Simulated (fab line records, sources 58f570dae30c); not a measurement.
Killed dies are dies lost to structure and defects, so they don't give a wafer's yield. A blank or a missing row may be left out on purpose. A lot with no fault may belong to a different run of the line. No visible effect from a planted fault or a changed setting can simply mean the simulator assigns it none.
Split-lot trial :: flow berkeley-cmos170 :: 27 wafers read from 5 lots, route of 331 steps

SPLIT DETAILS
At UCB170_M3_METAL_ETCH_18 (etches Al in Cl2/BCl3, stops on SiO2, target depth 1170 nm, time 195 s), the setting target-depth-a was moved away from the recipe's 11700 angstrom on 9 of the 27 wafers read, by +15.6% to +59.8%. This setting was run at the recipe's value on the other wafers.

FROM SPLIT TO READING: 1 step shown by the file between the two
- UCB170_M3_STRIP_19: strips in O2

THE READING
cd-nm, in nm, at UCB170_M3_CD_MEAS_90 (target cd 700 nm). Fault-free wafers of this fab line usually give 699.5 nm, standard deviation 2.2 nm.

wafer: L076.1
tool, chamber at the split: rie-metal-04, 0
target-depth-a as run, angstrom: 13520
against the recipe: +15.6%
cd-nm, nm: 694.5
against lot-mates on the recipe: -7.0

wafer: L076.2
tool, chamber at the split: rie-metal-04, 1
target-depth-a as run, angstrom: 11700
against the recipe: recipe
cd-nm, nm: 701.7
against lot-mates on the recipe: -

wafer: L076.3
tool, chamber at the split: rie-metal-04, 1
target-depth-a as run, angstrom: 11700
against the recipe: recipe
cd-nm, nm: 702.4
against lot-mates on the recipe: -

wafer: L076.4
tool, chamber at the split: rie-metal-04, 0
target-depth-a as run, angstrom: 11700
against the recipe: recipe
cd-nm, nm: 700.5
against lot-mates on the recipe: -

wafer: L076.5
tool, chamber at the split: rie-metal-04, 0
target-depth-a as run, angstrom: 13520
against the recipe: +15.6%
cd-nm, nm: 692.8
against lot-mates on the recipe: -8.7

wafer: L076.6
tool, chamber at the split: rie-metal-04, 1
target-depth-a as run, angstrom: 13520
against the recipe: +15.6%
cd-nm, nm: 692.7
against lot-mates on the recipe: -8.8

wafer: L078.2
tool, chamber at the split: rie-metal-04, 1
target-depth-a as run, angstrom: 11700
against the recipe: recipe
cd-nm, nm: 699.0
against lot-mates on the recipe: -

wafer: L078.3
tool, chamber at the split: rie-metal-04, 1
target-depth-a as run, angstrom: 11700
against the recipe: recipe
cd-nm, nm: 700.1
against lot-mates on the recipe: -

wafer: L078.5
tool, chamber at the split: rie-metal-04, 0
target-depth-a as run, angstrom: 11700
against the recipe: recipe
cd-nm, nm: 699.7
against lot-mates on the recipe: -

wafer: L081.1
tool, chamber at the split: rie-metal-04, 1
target-depth-a as run, angstrom: 11700
against the recipe: recipe
cd-nm, nm: 699.8
against lot-mates on the recipe: -

wafer: L081.2
tool, chamber at the split: rie-metal-04, 0
target-depth-a as run, angstrom: 11700
against the recipe: recipe
cd-nm, nm: 700.7
against lot-mates on the recipe: -

wafer: L081.3
tool, chamber at the split: rie-metal-04, 1
target-depth-a as run, angstrom: 11700
against the recipe: recipe
cd-nm, nm: 699.7
against lot-mates on the recipe: -

wafer: L081.4
tool, chamber at the split: rie-metal-04, 0
target-depth-a as run, angstrom: 11700
against the recipe: recipe
cd-nm, nm: 699.4
against lot-mates on the recipe: -

wafer: L081.5
tool, chamber at the split: rie-metal-04, 1
target-depth-a as run, angstrom: 11700
against the recipe: recipe
cd-nm, nm: 701.4
against lot-mates on the recipe: -

wafer: L081.6
tool, chamber at the split: rie-metal-04, 0
target-depth-a as run, angstrom: 11700
against the recipe: recipe
cd-nm, nm: 699.1
against lot-mates on the recipe: -

wafer: L082.1
tool, chamber at the split: rie-metal-02, 1
target-depth-a as run, angstrom: 18700
against the recipe: +59.8%
cd-nm, nm: 669.9
against lot-mates on the recipe: -27.5

wafer: L082.2
tool, chamber at the split: rie-metal-02, 0
target-depth-a as run, angstrom: 11700
against the recipe: recipe
cd-nm, nm: 700.2
against lot-mates on the recipe: -

wafer: L082.3
tool, chamber at the split: rie-metal-02, 1
target-depth-a as run, angstrom: 11700
against the recipe: recipe
cd-nm, nm: 698.0
against lot-mates on the recipe: -

wafer: L082.4
tool, chamber at the split: rie-metal-02, 0
target-depth-a as run, angstrom: 11700
against the recipe: recipe
cd-nm, nm: 694.1
against lot-mates on the recipe: -

wafer: L082.5
tool, chamber at the split: rie-metal-02, 1
target-depth-a as run, angstrom: 18700
against the recipe: +59.8%
cd-nm, nm: 669.2
against lot-mates on the recipe: -28.2

wafer: L082.6
tool, chamber at the split: rie-metal-02, 0
target-depth-a as run, angstrom: 18700
against the recipe: +59.8%
cd-nm, nm: 668.8
against lot-mates on the recipe: -28.6

wafer: L084.1
tool, chamber at the split: rie-metal-04, 0
target-depth-a as run, angstrom: 11700
against the recipe: recipe
cd-nm, nm: 699.5
against lot-mates on the recipe: -

wafer: L084.2
tool, chamber at the split: rie-metal-04, 1
target-depth-a as run, angstrom: 15150
against the recipe: +29.5%
cd-nm, nm: 684.1
against lot-mates on the recipe: -17.2

wafer: L084.3
tool, chamber at the split: rie-metal-04, 1
target-depth-a as run, angstrom: 11700
against the recipe: recipe
cd-nm, nm: 703.0
against lot-mates on the recipe: -

wafer: L084.4
tool, chamber at the split: rie-metal-04, 0
target-depth-a as run, angstrom: 15150
against the recipe: +29.5%
cd-nm, nm: 687.5
against lot-mates on the recipe: -13.8

wafer: L084.5
tool, chamber at the split: rie-metal-04, 0
target-depth-a as run, angstrom: 11700
against the recipe: recipe
cd-nm, nm: 701.3
against lot-mates on the recipe: -

wafer: L084.6
tool, chamber at the split: rie-metal-04, 1
target-depth-a as run, angstrom: 15150
against the recipe: +29.5%
cd-nm, nm: 684.3
against lot-mates on the recipe: -17.0

THE FIT
A straight line over all 27 wafers: cd-nm changes by -0.509 nm for each +1% of target-depth-a; r = -0.99; the points scatter about the line by 1.8 nm.
The same after taking each lot's own level away (the mean of its wafers on the recipe; 27 wafers): -0.482 nm for each +1%; r = -0.99; scatter 1.4 nm.
That fit puts the effect of the largest move of target-depth-a on the reading at 29 nm.
Across the lots, their own levels run from 697.43 to 701.53 nm, a range of 1.9 times the standard deviation given above.
So the lot-to-lot level changes the slope little: the two slopes agree.
Check: for one of the wafers moved furthest among these (+59.8%), held out of the fit, the line's prediction against its lot-mates is -29.6 nm. It came out at -27.5 nm against them.
Tool readings at the split's step, against how far the setting was moved: oes-product-au r = -0.95.

ADDITIONAL SPLITS CARRIED BY THESE WAFERS
These wafers also went through other splits before the reading. Each is held against what the fit with the lots' levels taken away leaves over:
other split on the same wafers: UCB170_FIELD_WET_ETCH_05 time-s
wafers away from the commonest value: 18
r with cd-nm (lot level and that fit taken away): +0.17

other split on the same wafers: UCB170_SPACER_ETCHBACK_03 time-s
wafers away from the commonest value: 6
r with cd-nm (lot level and that fit taken away): -0.33

other split on the same wafers: UCB170_V1_CVD_00 time-s
wafers away from the commonest value: 12
r with cd-nm (lot level and that fit taken away): -0.20

other split on the same wafers: UCB170_M2_METAL_ETCH_18 time-s
wafers away from the commonest value: 9
r with cd-nm (lot level and that fit taken away): +0.27

THE WHOLE CHAIN: every reading that the file lists as answering this split, in the file's order
step: UCB170_M3_METAL_ETCH_18
what it does: etches Al in Cl2/BCl3, stops on SiO2, target depth 1170 nm, time 195 s
reading: oes-product-au
change (the file's fit): -0.00315 a.u. for each +1% of the setting
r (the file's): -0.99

step: UCB170_M3_METAL_ETCH_18
what it does: etches Al in Cl2/BCl3, stops on SiO2, target depth 1170 nm, time 195 s
reading: KrF_of_M3_COAT_10.thk-nm (the simulator's own value, which no gauge read)
change (the file's fit): -4.02 nm for each +1% of the setting
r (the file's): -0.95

step: UCB170_M3_METAL_ETCH_18
what it does: etches Al in Cl2/BCl3, stops on SiO2, target depth 1170 nm, time 195 s
reading: M3.feature-depth-nm (the simulator's own value, which no gauge read)
change (the file's fit): +0.777 nm for each +1% of the setting
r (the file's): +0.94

step: UCB170_M3_METAL_ETCH_18
what it does: etches Al in Cl2/BCl3, stops on SiO2, target depth 1170 nm, time 195 s
reading: SiO2_of_V2_CVD_00.thk-nm (the simulator's own value, which no gauge read)
change (the file's fit): -0.681 nm for each +1% of the setting
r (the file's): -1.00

step: UCB170_M3_STRIP_19
what it does: strips in O2
reading: oes-product-au
change (the file's fit): -0.00427 a.u. for each +1% of the setting
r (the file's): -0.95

step: UCB170_M3_CD_MEAS_90
what it does: target cd 700 nm
reading: cd-nm
change (the file's fit): -0.486 nm for each +1% of the setting
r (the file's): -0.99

THE FILE'S OWN FIT
cd-nm changes by -0.486 nm for each +1% of target-depth-a, r = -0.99.
